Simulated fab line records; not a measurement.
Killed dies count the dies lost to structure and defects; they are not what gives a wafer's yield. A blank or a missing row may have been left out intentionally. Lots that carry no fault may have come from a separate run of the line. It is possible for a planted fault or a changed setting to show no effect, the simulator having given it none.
2 desks, one fault / flow berkeley_cmos170 / each desk has only its own numbers; what lay behind them comes last

TOOL OWNER'S DESK, implanter-01
The tool's own readings at UCB170_PFIELD_IMPLANT_07: means of the sampled wafers that have a number, for each lot that ran on this tool. If a lot's mean is further than 4 standard deviations from the usual mean, the lot is out of limits and carries the mark OUT (the distance appears in the brackets).
Columns: A = dose_ions_cm2 at UCB170_PFIELD_IMPLANT_07, usual 1.9998e+13; B = faraday_current_uA at UCB170_PFIELD_IMPLANT_07, usual 63.4; C = tilt_deg at UCB170_PFIELD_IMPLANT_07, usual 7.004 degrees
lot=L166; first seen here=day 6 15:52; A=1.9982e+13; B=63.2; C=6.996
lot=L175; first seen here=day 8 14:25; A=1.8805e+13 (-60) OUT; B=60.3; C=7.028
lot=L176; first seen here=day 9 00:08; A=1.8813e+13 (-59) OUT; B=59.1; C=7.009
This desk's verdict: out of limits on L175, L176, starting with L175 at day 8 14:25 (dose_ions_cm2 at UCB170_PFIELD_IMPLANT_07). L166: within limits.

METROLOGY DESK
What the gauges read for every lot (on any tool): the sampled wafers with a number, averaged. If a lot's mean is further than 4 standard deviations from the usual mean, the lot is out of limits and carries the mark OUT (the distance appears in the brackets).
Columns: A = ACTIVE_OVL at UCB170_ACTIVE_OVL_MEAS_14, usual 1 nm; B = cd_nm at UCB170_ACTIVE_CD_MEAS_90, usual 1200.4 nm; C = PFIELD_OVL at UCB170_PFIELD_OVL_MEAS_06, usual 0 nm
lot=L162; first seen here=day 5 16:37; A=3; B=1199.2; C=-0
lot=L166; first seen here=day 6 13:38; A=-1; B=1198.5; C=-2
lot=L175; first seen here=day 8 12:32; A=-5; B=1199.2; C=-2
lot=L177; first seen here=day 8 21:30; A=-5; B=1199.3; C=4
lot=L176; first seen here=day 8 21:46; A=1; B=1198.5; C=8
lot=L180; first seen here=day 9 20:43; A=4; B=1200.4; C=-6
This desk found nothing out of limits on any of the 6 lots.

TAKEN TOGETHER
An alarm could have come from the tool owner's desk at day 8 14:25, on L175, L176.
Nothing out of limits was seen by the metrology desk.
The metrology desk holds a record of L175, L176, inside its limits.
Every lot named ran UCB170_PFIELD_IMPLANT_07 on implanter-01.

WHAT THE SIMULATOR PUT IN
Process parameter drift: implanter-01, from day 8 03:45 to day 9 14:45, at UCB170_PFIELD_IMPLANT_07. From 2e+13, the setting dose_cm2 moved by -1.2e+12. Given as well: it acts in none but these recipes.
Struck lots among those shown: L175, L176.
Each desk's first reading out of limits, in hours after the fault started: the tool owner's desk, 11.
